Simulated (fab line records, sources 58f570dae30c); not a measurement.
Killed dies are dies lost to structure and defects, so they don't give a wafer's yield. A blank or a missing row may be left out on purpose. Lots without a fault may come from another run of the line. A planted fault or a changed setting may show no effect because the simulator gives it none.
fab line records | flow berkeley_cmos170
record lots=6 wafers=18 last_day=13
route steps=331 shown GATE@143 PLDD@145 NLDD@158
lots that met no fault: from a run of the same line without faults
start_h: hours from the record's first day to the start of the lot's first wafer shown | wait_h: hours since the lot's step before | " the same as in the row above | L1.1+2: a row that stands for several wafers | - no value, or no start given | * or withheld: withheld | < > ~ a bound
route shown NAME@n: a module of which the file shows steps, and the number in the route of the first | usual: mean/standard deviation of fault-free wafers | same: alike in all rows | chamber/n: place in a boat | sites: the reading at each site | _std_site: their standard deviation | _edge_site: outer sites' mean less inner sites' | radius_mm: how far each site lies from the wafer's centre | mask NAME#n: copy n | behind: the tool/chamber that last shaped the wafer | hold: why the lot was held/for how many hours/how that ended | device: the transistor (n, p or np) that didn't switch | end of line: the same wafers' tests at the end of the route | a step without rows: its recipe alone | killed: dies lost to structure and defects at the first sort, not the wafer's yield | map: a wafer's dies, x killed, . not, _ none there
set.NAME: the setting as run; set.NAME@STEP: as run at that earlier step | model.NAME: the simulator's own value behind a step, which no gauge read
lots at some steps of the route; a table a step, a row a wafer
services: from which hour (start_h, from the record's first day; less than 0 if before it) a tool's chamber was out of use, for how many hours, and why
## steps
# step UCB170_GATE_CD_MEAS_90
# recipe target_cd_nm=350
# usual cd_nm=350.0/1.9
# columns lot.wafer tool chamber start_h wait_h cd_nm
L936.1 cd_sem-02 - 153.92 0.1 352.5
L936.3 " - " " 351.3
L936.5 " - " " 351.1
L940.3 cd_sem-01 - 177.46 0.1 355.6
L940.4 " - " " 355.1
L940.6 " - " " 352.4
L939.1 cd_sem-02 - 177.60 0.1 351.2
L939.2 " - " " 349.5
L939.3 " - " " 349.5
L949.1 cd_sem-02 - 219.74 0.1 349.6
L949.3 " - " " 348.9
L949.5 " - " " 350.3
L955.1 cd_sem-02 - 261.27 0.1 347.9
L955.4 " - " " 347.1
L955.5 " - " " 348.6
L956.1 cd_sem-02 - 273.16 0.1 350.0
L956.3 " - " " 347.4
L956.6 " - " " 349.5
# step UCB170_GATE_CLEAN_17
# recipe chemistry=SPM temp_c=120 time_s=600
# step UCB170_PLDD_HMDS_00
# recipe prime_time_s=60 prime_temp_c=100
# step UCB170_PLDD_COAT_01
# recipe resist=KrF spin_rpm=1500 resist_thk_nm=900
# step UCB170_PLDD_SOFTBAKE_02
# recipe resist=KrF temp_c=130 time_s=60
# step UCB170_PLDD_EXPOSE_03
# recipe mask_id=PSELECT na=0.5 sigma_outer=0.6 source_shape=conventional target_cd_nm=1200 dose_mj=30
# step UCB170_PLDD_PEB_04
# recipe peb_temp_c=130 peb_time_s=withheld resist=KrF
# step UCB170_PLDD_DEVELOP_05
# recipe developer=TMAH develop_time_s=45 resist=KrF dev_temp_c=21
# step UCB170_PLDD_CD_MEAS_06
# recipe target_cd_nm=1200
# usual cd_nm=1200.2/1.2
# columns lot.wafer tool chamber start_h wait_h cd_nm
L936.1 cd_sem-01 - 155.29 - 1200.9
L936.3 " - " " 1201.1
L936.5 " - " " 1200.3
L940.3 cd_sem-01 - 178.93 - 1199.1
L940.4 " - " " 1199.7
L940.6 " - " " 1200.5
L939.1 cd_sem-02 - 179.44 - 1200.7
L939.2 " - " " 1200.3
L939.3 " - " " 1199.7
L949.1 cd_sem-01 - 224.71 - 1201.8
L949.3 " - " " 1202.3
L949.5 " - " " 1201.9
L955.1 cd_sem-01 - 262.41 - 1199.7
L955.4 " - " " 1198.5
L955.5 " - " " 1198.7
L956.1 cd_sem-01 - 274.42 - 1199.0
L956.3 " - " " 1199.8
L956.6 " - " " 1200.7
# step UCB170_PLDD_OVL_MEAS_07
# usual PLDD_OVL=-2/5
# columns lot.wafer tool chamber start_h wait_h PLDD_OVL[nm]
L936.1 overlay-01 - 155.41 0.1 -5
L936.3 " - " " 3
L936.5 " - " " -2
L940.3 overlay-01 - 179.03 0.1 -1
L940.4 " - " " -8
L940.6 " - " " -5
L939.1 overlay-02 - 179.56 0.1 -3
L939.2 " - " " -4
L939.3 " - " " -3
L949.1 overlay-02 - 224.83 0.1 5
L949.3 " - " " -5
L949.5 " - " " -1
L955.1 overlay-02 - 262.53 0.1 -3
L955.4 " - " " -5
L955.5 " - " " 4
L956.1 overlay-02 - 274.54 0.1 0
L956.3 " - " " -3
L956.6 " - " " 0
# step UCB170_PLDD_IMPLANT_08
# recipe species=BF2 dose_cm2=5e+13 energy_kev=10 tilt_deg=7 rotation_deg=0
# step UCB170_PLDD_IMPLANT_09
# recipe species=BF2 dose_cm2=5e+13 energy_kev=10 tilt_deg=7 rotation_deg=180
# step UCB170_PLDD_STRIP_10
# recipe chemistry=O2 power_w=400 pressure_mtorr=3500 platen_temp_c=withheld o2_flow_sccm=400 overash_fraction=0.5
# usual chamber_pressure_mTorr=3500/3.1 drypump_motor_current_A=5.5/0.38 oes_product_au=0.735/0.0048 strip_time_to_endpoint_s=21.61/0.059
# columns lot.wafer tool chamber start_h wait_h chamber_pressure_mTorr drypump_motor_current_A oes_product_au rf_hours_counter_h strip_time_to_endpoint_s model.KrF_of_PLDD_COAT_01.thk_nm
L936.1 plasma_asher-04 1 155.74 0.1 3501 5.3 0.732 38 21.48 0
L936.3 " 0 " " 3512 5.7 0.734 - 21.56 0
L936.5 " 1 " " 3502 5.3 0.741 - 21.52 0
L940.3 plasma_asher-03 0 179.38 0.1 - - - - - 886.3
L940.4 " 1 " " - - - - - 886.6
L940.6 " 0 " " - - - - - 886.2
L939.1 plasma_asher-02 1 179.90 0.1 - - - - - 886.1
L939.2 " 0 " " - - - - - 886.4
L939.3 " 0 " " - - - - - 883.8
L949.1 plasma_asher-03 0 225.17 0.1 3503 5.0 0.739 12 21.54 0
L949.3 " 1 " " 3502 5.7 0.739 - 21.56 0
L949.5 " 0 " " 3501 5.0 0.737 - 21.60 0
L955.1 plasma_asher-04 0 262.86 0.1 3498 5.7 0.737 49 21.65 0
L955.4 " 1 " " 3500 5.3 0.733 - 21.69 0
L955.5 " 1 " " 3501 5.2 0.731 - 21.64 0
L956.1 plasma_asher-03 0 274.87 0.1 3501 5.0 0.739 16 21.60 0
L956.3 " 1 " " 3499 5.7 0.732 - 21.57 0
L956.6 " 1 " " 3499 5.7 0.739 - 21.51 0
# step UCB170_PLDD_TW_MEAS_11
# usual PLDD_TW=1005/10
# columns lot.wafer tool chamber start_h wait_h PLDD_TW
L936.1 film_metro-03 - 155.84 0.1 1029
L936.3 " - " " 1023
L936.5 " - " " 1026
L940.3 film_metro-02 - 179.47 0.1 994
L940.4 " - " " 995
L940.6 " - " " 997
L939.1 film_metro-01 - 180.00 0.1 1004
L939.2 " - " " 1004
L939.3 " - " " 1005
L949.1 film_metro-02 - 225.27 0.1 1001
L949.3 " - " " 1000
L949.5 " - " " 1001
L955.1 film_metro-03 - 262.96 0.1 1020
L955.4 " - " " 1017
L955.5 " - " " 1021
L956.1 film_metro-02 - 274.97 0.1 991
L956.3 " - " " 987
L956.6 " - " " 993
# step UCB170_PLDD_CLEAN_12
# recipe chemistry=SPM temp_c=120 time_s=600
# step UCB170_NLDD_HMDS_00
# recipe prime_time_s=60 prime_temp_c=100
# step UCB170_NLDD_COAT_01
# recipe resist=KrF spin_rpm=1500 resist_thk_nm=900
# step UCB170_NLDD_SOFTBAKE_02
# recipe resist=KrF temp_c=130 time_s=60
# step UCB170_NLDD_EXPOSE_03
# recipe mask_id=NSELECT na=0.5 sigma_outer=0.6 source_shape=conventional target_cd_nm=1200 dose_mj=30
# step UCB170_NLDD_PEB_04
# recipe peb_temp_c=130 peb_time_s=withheld resist=KrF
# step UCB170_NLDD_DEVELOP_05
# recipe developer=TMAH develop_time_s=45 resist=KrF dev_temp_c=21
# step UCB170_NLDD_CD_MEAS_06
# recipe target_cd_nm=1200
# usual cd_nm=1200.3/1.5
# columns lot.wafer tool chamber start_h wait_h cd_nm
L936.1 cd_sem-01 - 157.42 - 1200.8
L936.3 " - " " 1202.3
L936.5 " - " " 1201.1
L940.3 cd_sem-02 - 181.58 - 1201.4
L940.4 " - " " 1199.4
L940.6 " - " " 1201.2
L939.1 cd_sem-01 - 182.26 - 1198.1
L939.2 " - " " 1196.8
L939.3 " - " " 1197.5
L949.1 cd_sem-02 - 229.05 - 1200.5
L949.3 " - " " 1200.7
L949.5 " - " " 1201.0
L955.1 cd_sem-01 - 264.16 - 1200.5
L955.4 " - " " 1201.0
L955.5 " - " " 1201.4
L956.1 cd_sem-02 - 276.05 - 1201.7
L956.3 " - " " 1201.5
L956.6 " - " " 1201.1
# step UCB170_NLDD_OVL_MEAS_07
# usual NLDD_OVL=-2/5.6
# columns lot.wafer tool chamber start_h wait_h NLDD_OVL[nm]
L936.1 overlay-01 - 157.54 0.1 2
L936.3 " - " " 6
L936.5 " - " " 4
L940.3 overlay-01 - 181.67 0.1 11
L940.4 " - " " -2
L940.6 " - " " 0
L939.1 overlay-02 - 182.38 0.1 -5
L939.2 " - " " 0
L939.3 " - " " 5
L949.1 overlay-02 - 229.17 0.1 -10
L949.3 " - " " -4
L949.5 " - " " -5
L955.1 overlay-01 - 264.28 0.1 -3
L955.4 " - " " -1
L955.5 " - " " -2
L956.1 overlay-01 - 276.17 0.1 9
L956.3 " - " " 6
L956.6 " - " " 4
# step UCB170_NLDD_IMPLANT_08
# recipe species=As dose_cm2=5e+13 energy_kev=30 tilt_deg=7 rotation_deg=0
# step UCB170_NLDD_IMPLANT_09
# recipe species=As dose_cm2=5e+13 energy_kev=30 tilt_deg=7 rotation_deg=180
# step UCB170_NLDD_STRIP_10
# recipe chemistry=O2 power_w=400 pressure_mtorr=3500 platen_temp_c=withheld o2_flow_sccm=400 overash_fraction=0.5
# usual chamber_pressure_mTorr=3500/3.5 drypump_motor_current_A=5.9/0.42 oes_product_au=0.735/0.0045 strip_time_to_endpoint_s=21.61/0.054
# columns lot.wafer tool chamber start_h wait_h chamber_pressure_mTorr drypump_motor_current_A oes_product_au rf_hours_counter_h strip_time_to_endpoint_s
L936.1 plasma_asher-02 0 157.87 0.1 3492 6.2 0.738 39 21.68
L936.3 " 1 " " 3501 5.8 0.731 - 21.61
L936.5 " 1 " " 3498 5.8 0.735 - 21.60
L940.3 plasma_asher-04 1 182.03 0.1 3501 5.3 0.738 - 47.91
L940.4 " 0 " " 3502 5.6 0.747 - 47.90
L940.6 " 0 " " 3504 5.6 0.740 - 47.90
L939.1 plasma_asher-01 0 182.72 0.1 3501 6.2 0.741 46 47.86
L939.2 " 1 " " 3505 6.4 0.737 46 47.95
L939.3 " 0 " " 3500 6.1 0.740 - 47.80
L949.1 plasma_asher-01 0 229.51 0.1 3501 6.2 0.734 51 21.68
L949.3 " 1 " " 3501 6.4 0.723 - 21.66
L949.5 " 0 " " 3500 6.2 0.743 - 21.73
L955.1 plasma_asher-01 1 264.62 0.1 3498 6.4 0.739 54 21.65
L955.4 " 0 " " 3504 6.2 0.739 - 21.52
L955.5 " 1 " " 3494 6.4 0.742 - 21.61
L956.1 plasma_asher-04 1 276.51 0.1 3501 5.3 0.737 50 21.66
L956.3 " 0 " " 3503 5.7 0.741 - 21.63
L956.6 " 0 " " 3498 5.7 0.737 - 21.63
# step UCB170_NLDD_TW_MEAS_11
# usual NLDD_TW=2222/21
# columns lot.wafer tool chamber start_h wait_h NLDD_TW
L936.1 film_metro-02 - 157.97 0.1 2192
L936.3 " - " " 2181
L936.5 " - " " 2173
L940.3 film_metro-01 - 182.11 0.1 30
L940.4 " - " " 30
L940.6 " - " " 30
L939.1 film_metro-01 - 182.82 0.1 30
L939.2 " - " " 30
L939.3 " - " " 30
L949.1 film_metro-03 - 229.61 0.1 2237
L949.3 " - " " 2239
L949.5 " - " " 2243
L955.1 film_metro-01 - 264.72 0.1 2223
L955.4 " - " " 2214
L955.5 " - " " 2219
L956.1 film_metro-03 - 276.61 0.1 2248
L956.3 " - " " 2235
L956.6 " - " " 2241
# step UCB170_NLDD_CLEAN_12
# recipe chemistry=SPM temp_c=120 time_s=600
## services
# columns tool chamber start_h hours kind
plasma_asher-01 - 141.74 0.5 repair
plasma_asher-02 - 256.94 2.7 repair
## key
first_sign step=UCB170_PLDD_STRIP_10 reading=tool_record direction=missing
effect step=UCB170_NLDD_STRIP_10 reading=strip_time_to_endpoint_s direction=up sigmas=99+ usual=* struck=*
effect step=UCB170_NLDD_TW_MEAS_11 reading=NLDD_TW direction=down sigmas=99+ usual=2222 struck=30
model_effect step=UCB170_PLDD_STRIP_10 value=KrF_of_PLDD_COAT_01.thk_nm without=0 struck=885.9
met_at UCB170_PLDD_STRIP_10
struck_wafers L939.1,L939.2,L939.3,L940.3,L940.4,L940.6
sort_left_out L939.1,L939.2,L939.3,L940.3,L940.4,L940.6
tester_left_out L939,L940
fault kind=skipped_step_whole tool=plasma_asher-02,plasma_asher-03 chamber=- onset_h=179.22 steps=UCB170_PLDD_STRIP_10 scope=struck_lots_only
# tester_left_out: of these lots the tester's yield and bins aren't shown, on N5 and GAA mostly nor the transistor test; their killed dies are dies lost to structure and defects alone, not to doping, threshold or leakage, so they don't give the yield
# sort_left_out: the simulated sort isn't trusted on such a fault, so these wafers' sort isn't shown, and their yield isn't known
